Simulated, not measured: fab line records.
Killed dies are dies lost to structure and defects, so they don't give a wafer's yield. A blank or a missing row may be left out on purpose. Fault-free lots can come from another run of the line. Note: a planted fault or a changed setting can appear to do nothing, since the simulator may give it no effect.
fab line records + flow berkeley_cmos170
record
- lots=15
- wafers=45
- last_day=12
route steps=331 shown PSD@185 NSD@194 CONTACT@216 M1@247
lots with no fault: from the same line, run without faults
start_h: hours from the record's first day to the start of the lot's first wafer shown + wait_h: hours from the lot's prior step to this one + " identical to the entry in the row above + L1.1+2: several wafers, shown together as one row + - no value, or no start was given + * or withheld: withheld + < > ~ a bound
route shown NAME@n: names a module that has steps shown in the file, with the first one's number in the route + usual: mean/standard deviation of fault-free wafers + same: alike in all rows + chamber/n: place in a boat + sites: the reading at each site + _std_site: the values' standard deviation + _edge_site: the outer-site mean with the inner-site mean subtracted + radius_mm: how far each site lies from the wafer's centre + mask NAME#n: copy n + behind: the most recent tool/chamber to have shaped the wafer + hold: the reason the lot was held/the length of the hold in hours/how it ended + device: the n, p or np transistor that did not switch + end of line: tests run on the same wafers once the route is complete + a step with no rows: only its recipe + killed: dies lost to structure and defects at the first sort, not the wafer's yield + map: a wafer's dies, x killed, . not, _ none there
set.NAME: the setting as run; set.NAME@STEP: as run at that earlier step + model.NAME: the simulator's own value behind a step, which no gauge read
a sample of lots followed through the steps of the route, with each step as a table and each wafer as a row
services: a tool's chamber out of use, with start hour (start_h, from the record's first day; less than 0 if before it), hours out, and reason
## steps
# step UCB170_PSD_TW_MEAS_10
# usual
- PSD_TW=2327/14
| lot.wafer | tool          | chamber | start_h | wait_h | PSD_TW |
|-----------|---------------|---------|---------|--------|--------|
| L599.2    | film_metro-03 | -       | 135.53  | 0.1    | 2332   |
| L599.3    | "             | -       | "       | "      | 2328   |
| L599.5    | "             | -       | "       | "      | 2330   |
| L598.1    | film_metro-01 | -       | 135.76  | 0.1    | 2334   |
| L598.3    | "             | -       | "       | "      | 2322   |
| L598.6    | "             | -       | "       | "      | 2330   |
| L600.1    | film_metro-01 | -       | 147.66  | 0.1    | 2327   |
| L600.5    | "             | -       | "       | "      | 2341   |
| L600.6    | "             | -       | "       | "      | 2323   |
| L601.2    | film_metro-01 | -       | 151.86  | 0.1    | 2330   |
| L601.3    | "             | -       | "       | "      | 2337   |
| L601.6    | "             | -       | "       | "      | 2331   |
| L602.3    | film_metro-03 | -       | 151.99  | 0.1    | 2338   |
| L602.5    | "             | -       | "       | "      | 2336   |
| L602.6    | "             | -       | "       | "      | 2336   |
| L604.4    | film_metro-04 | -       | 181.43  | 0.1    | 2312   |
| L604.5    | "             | -       | "       | "      | 2295   |
| L604.6    | "             | -       | "       | "      | 2314   |
| L607.3    | film_metro-01 | -       | 181.66  | 0.1    | 2339   |
| L607.4    | "             | -       | "       | "      | 2342   |
| L607.6    | "             | -       | "       | "      | 2336   |
| L605.1    | film_metro-01 | -       | 181.88  | 0.1    | 2321   |
| L605.3    | "             | -       | "       | "      | 2333   |
| L605.4    | "             | -       | "       | "      | 2334   |
| L612.1    | film_metro-01 | -       | 213.21  | 0.1    | 2334   |
| L612.3    | "             | -       | "       | "      | 2322   |
| L612.6    | "             | -       | "       | "      | 2316   |
| L614.2    | film_metro-01 | -       | 217.24  | 0.1    | 2351   |
| L614.5    | "             | -       | "       | "      | 2341   |
| L614.6    | "             | -       | "       | "      | 2348   |
| L613.3    | film_metro-01 | -       | 217.66  | 0.1    | 2342   |
| L613.4    | "             | -       | "       | "      | 2350   |
| L613.5    | "             | -       | "       | "      | 2344   |
| L611.2    | film_metro-01 | -       | 217.93  | 0.1    | 2336   |
| L611.4    | "             | -       | "       | "      | 2338   |
| L611.5    | "             | -       | "       | "      | 2350   |
| L615.3    | film_metro-03 | -       | 241.41  | 0.1    | 2332   |
| L615.5    | "             | -       | "       | "      | 2333   |
| L615.6    | "             | -       | "       | "      | 2331   |
| L620.2    | film_metro-01 | -       | 253.30  | 0.1    | 2332   |
| L620.4    | "             | -       | "       | "      | 2338   |
| L620.5    | "             | -       | "       | "      | 2324   |
| L621.3    | film_metro-01 | -       | 264.81  | 0.1    | 2318   |
| L621.5    | "             | -       | "       | "      | 2332   |
| L621.6    | "             | -       | "       | "      | 2311   |
# step UCB170_NSD_OVL_MEAS_07
# usual
- NSD_OVL=-1/4.6
| lot.wafer | tool       | chamber | start_h | wait_h | NSD_OVL[nm] |
|-----------|------------|---------|---------|--------|-------------|
| L599.2    | overlay-01 | -       | 137.38  | 0.1    | 0           |
| L599.3    | "          | -       | "       | "      | 0           |
| L599.5    | "          | -       | "       | "      | -5          |
| L598.1    | overlay-02 | -       | 137.61  | 0.1    | -3          |
| L598.3    | "          | -       | "       | "      | -1          |
| L598.6    | "          | -       | "       | "      | -2          |
| L600.1    | overlay-01 | -       | 148.99  | 0.1    | -2          |
| L600.5    | "          | -       | "       | "      | -4          |
| L600.6    | "          | -       | "       | "      | 0           |
| L601.2    | overlay-01 | -       | 153.45  | 0.1    | 10          |
| L601.3    | "          | -       | "       | "      | 3           |
| L601.6    | "          | -       | "       | "      | 8           |
| L602.3    | overlay-02 | -       | 153.70  | 0.1    | -9          |
| L602.5    | "          | -       | "       | "      | -6          |
| L602.6    | "          | -       | "       | "      | -10         |
| L607.3    | overlay-01 | -       | 184.55  | 0.1    | -4          |
| L607.4    | "          | -       | "       | "      | -1          |
| L607.6    | "          | -       | "       | "      | 7           |
| L605.1    | overlay-02 | -       | 184.61  | 0.1    | 7           |
| L605.3    | "          | -       | "       | "      | 6           |
| L605.4    | "          | -       | "       | "      | 3           |
| L604.4    | overlay-02 | -       | 184.90  | 0.1    | 5           |
| L604.5    | "          | -       | "       | "      | -2          |
| L604.6    | "          | -       | "       | "      | 0           |
| L612.1    | overlay-01 | -       | 215.47  | 0.1    | 3           |
| L612.3    | "          | -       | "       | "      | 0           |
| L612.6    | "          | -       | "       | "      | 2           |
| L614.2    | overlay-02 | -       | 219.40  | 0.1    | 2           |
| L614.5    | "          | -       | "       | "      | -1          |
| L614.6    | "          | -       | "       | "      | -6          |
| L613.3    | overlay-01 | -       | 219.44  | 0.1    | -9          |
| L613.4    | "          | -       | "       | "      | -3          |
| L613.5    | "          | -       | "       | "      | -6          |
| L611.2    | overlay-01 | -       | 219.67  | 0.1    | 0           |
| L611.4    | "          | -       | "       | "      | 6           |
| L611.5    | "          | -       | "       | "      | 9           |
| L615.3    | overlay-02 | -       | 243.69  | 0.1    | -5          |
| L615.5    | "          | -       | "       | "      | -5          |
| L615.6    | "          | -       | "       | "      | -3          |
| L620.2    | overlay-01 | -       | 255.70  | 0.1    | -2          |
| L620.4    | "          | -       | "       | "      | -5          |
| L620.5    | "          | -       | "       | "      | -7          |
| L621.3    | overlay-01 | -       | 266.98  | 0.1    | -1          |
| L621.5    | "          | -       | "       | "      | 1           |
| L621.6    | "          | -       | "       | "      | 1           |
# step UCB170_CONTACT_CLEAN_00
# recipe
- chemistry=SPM
- temp_c=120
- time_s=600
# usual
- bath_guard_temp_C=119.9/0.54
- bath_heat_duty_pct=12.9/1.2
| lot.wafer | tool         | chamber | start_h | wait_h | bath_guard_temp_C | bath_heat_duty_pct |
|-----------|--------------|---------|---------|--------|-------------------|--------------------|
| L599.2    | wet_bench-02 | 3       | 139.59  | 0.0    | 119.2             | 11.8               |
| L599.3    | "            | 3       | "       | "      | 119.3             | 13.0               |
| L599.5    | "            | 3       | "       | "      | 119.0             | 12.1               |
| L598.1    | wet_bench-02 | 0       | 139.84  | 0.0    | 120.3             | 11.7               |
| L598.3    | "            | 0       | "       | "      | 120.6             | 11.4               |
| L598.6    | "            | 0       | "       | "      | 119.9             | 11.5               |
| L600.1    | wet_bench-04 | 0       | 151.73  | 0.0    | 118.8             | 14.3               |
| L600.5    | "            | 0       | "       | "      | 118.7             | 15.9               |
| L600.6    | "            | 0       | "       | "      | 118.8             | 15.0               |
| L601.2    | wet_bench-03 | 3       | 155.91  | 0.0    | 120.7             | 9.9                |
| L601.3    | "            | 3       | "       | "      | 120.7             | 10.6               |
| L601.6    | "            | 3       | "       | "      | 120.8             | 11.0               |
| L602.3    | wet_bench-03 | 1       | 156.39  | 0.0    | 118.7             | 15.5               |
| L602.5    | "            | 1       | "       | "      | 118.6             | 14.9               |
| L602.6    | "            | 1       | "       | "      | 118.5             | 14.8               |
| L607.3    | wet_bench-02 | 0       | 190.57  | 0.0    | 119.5             | 13.7               |
| L607.4    | "            | 0       | "       | "      | 120.2             | 12.8               |
| L607.6    | "            | 0       | "       | "      | 120.2             | 12.2               |
| L604.4    | wet_bench-02 | 1       | 190.77  | 0.0    | 119.8             | 12.6               |
| L604.5    | "            | 1       | "       | "      | 120.0             | 12.5               |
| L604.6    | "            | 1       | "       | "      | 119.5             | 11.1               |
| L605.1    | wet_bench-02 | 2       | 190.77  | 0.0    | 119.5             | 12.6               |
| L605.3    | "            | 2       | "       | "      | 119.9             | 12.0               |
| L605.4    | "            | 2       | "       | "      | 120.1             | 12.9               |
| L612.1    | wet_bench-02 | 0       | 219.74  | 0.0    | -                 | -                  |
| L612.3    | "            | 0       | "       | "      | -                 | -                  |
| L612.6    | "            | 0       | "       | "      | -                 | -                  |
| L614.2    | wet_bench-02 | 2       | 221.63  | 0.0    | -                 | -                  |
| L614.5    | "            | 2       | "       | "      | -                 | -                  |
| L614.6    | "            | 2       | "       | "      | -                 | -                  |
| L613.3    | wet_bench-02 | 2       | 222.06  | 0.0    | -                 | -                  |
| L613.4    | "            | 2       | "       | "      | -                 | -                  |
| L613.5    | "            | 2       | "       | "      | -                 | -                  |
| L611.2    | wet_bench-02 | 0       | 222.28  | 0.0    | 120.2             | 12.1               |
| L611.4    | "            | 0       | "       | "      | 120.3             | 12.8               |
| L611.5    | "            | 0       | "       | "      | 120.1             | 12.1               |
| L615.3    | wet_bench-04 | 2       | 247.48  | 0.3    | 120.9             | 13.7               |
| L615.5    | "            | 2       | "       | "      | 120.5             | 13.8               |
| L615.6    | "            | 2       | "       | "      | 120.6             | 14.6               |
| L620.2    | wet_bench-02 | 2       | 257.98  | 0.0    | 119.9             | 12.2               |
| L620.4    | "            | 2       | "       | "      | 120.1             | 12.6               |
| L620.5    | "            | 2       | "       | "      | 119.6             | 12.3               |
| L621.3    | wet_bench-04 | 1       | 269.40  | 0.0    | 119.8             | 13.4               |
| L621.5    | "            | 1       | "       | "      | 119.9             | 13.8               |
| L621.6    | "            | 1       | "       | "      | 119.8             | 13.2               |
# step UCB170_M1_CD_MEAS_09
# recipe
- target_cd_nm=700
# usual
- cd_nm=699.9/1.8
| lot.wafer | tool      | chamber | start_h | wait_h | cd_nm |
|-----------|-----------|---------|---------|--------|-------|
| L599.2    | cd_sem-01 | -       | 146.10  | -      | 697.3 |
| L599.3    | "         | -       | "       | "      | 697.2 |
| L599.5    | "         | -       | "       | "      | 699.6 |
| L598.1    | cd_sem-02 | -       | 148.07  | -      | 697.7 |
| L598.3    | "         | -       | "       | "      | 699.7 |
| L598.6    | "         | -       | "       | "      | 698.4 |
| L600.1    | cd_sem-02 | -       | 157.34  | -      | 698.8 |
| L600.5    | "         | -       | "       | "      | 698.1 |
| L600.6    | "         | -       | "       | "      | 698.5 |
| L602.3    | cd_sem-02 | -       | 166.42  | -      | 698.6 |
| L602.5    | "         | -       | "       | "      | 700.0 |
| L602.6    | "         | -       | "       | "      | 699.0 |
| L601.2    | cd_sem-02 | -       | 166.52  | -      | 702.3 |
| L601.3    | "         | -       | "       | "      | 700.6 |
| L601.6    | "         | -       | "       | "      | 701.6 |
| L607.3    | cd_sem-02 | -       | 198.48  | -      | 698.0 |
| L607.4    | "         | -       | "       | "      | 700.6 |
| L607.6    | "         | -       | "       | "      | 699.9 |
| L604.4    | cd_sem-01 | -       | 198.74  | -      | 702.6 |
| L604.5    | "         | -       | "       | "      | 702.3 |
| L604.6    | "         | -       | "       | "      | 703.1 |
| L605.1    | cd_sem-02 | -       | 198.96  | -      | 699.5 |
| L605.3    | "         | -       | "       | "      | 698.4 |
| L605.4    | "         | -       | "       | "      | 699.3 |
| L612.1    | cd_sem-02 | -       | 225.36  | -      | 701.0 |
| L612.3    | "         | -       | "       | "      | 700.4 |
| L612.6    | "         | -       | "       | "      | 702.5 |
| L614.2    | cd_sem-02 | -       | 227.43  | -      | 703.9 |
| L614.5    | "         | -       | "       | "      | 704.6 |
| L614.6    | "         | -       | "       | "      | 701.4 |
| L613.3    | cd_sem-02 | -       | 228.30  | -      | 696.7 |
| L613.4    | "         | -       | "       | "      | 698.0 |
| L613.5    | "         | -       | "       | "      | 696.9 |
| L611.2    | cd_sem-02 | -       | 228.67  | -      | 697.9 |
| L611.4    | "         | -       | "       | "      | 698.8 |
| L611.5    | "         | -       | "       | "      | 699.7 |
| L615.3    | cd_sem-02 | -       | 254.05  | -      | 700.2 |
| L615.5    | "         | -       | "       | "      | 699.4 |
| L615.6    | "         | -       | "       | "      | 699.4 |
| L620.2    | cd_sem-02 | -       | 265.40  | -      | 700.0 |
| L620.4    | "         | -       | "       | "      | 700.0 |
| L620.5    | "         | -       | "       | "      | 699.3 |
| L621.3    | cd_sem-01 | -       | 275.23  | -      | 699.9 |
| L621.5    | "         | -       | "       | "      | 700.0 |
| L621.6    | "         | -       | "       | "      | 699.2 |
## services
| tool         | chamber | start_h | hours | kind |
|--------------|---------|---------|-------|------|
| wet_bench-02 | -       | 151.31  | 38.1  | pm   |
| wet_bench-02 | -       | 192.57  | 1.9   | pm   |
## key
first_sign
- step=UCB170_CONTACT_CLEAN_00
- reading=tool_record
- direction=missing
effect none on later readings
met_at UCB170_CONTACT_CLEAN_00
struck_lots L612,L613,L614
tester_left_out L612,L613,L614
not_acting_at UCB170_PSD_TW_MEAS_10,UCB170_NSD_OVL_MEAS_07,UCB170_M1_CD_MEAS_09
onset_between 190.77 219.74
fault
- kind=skipped_step_whole
- tool=wet_bench-02
- chamber=-
- onset_h=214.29
- steps=UCB170_CONTACT_CLEAN_00
- scope=struck_lots_only
# tester_left_out: of these lots the tester's yield and bins aren't shown, on N5 and GAA mostly nor the transistor test; their killed dies are dies lost to structure and defects alone, not to doping, threshold or leakage, so they don't give the yield
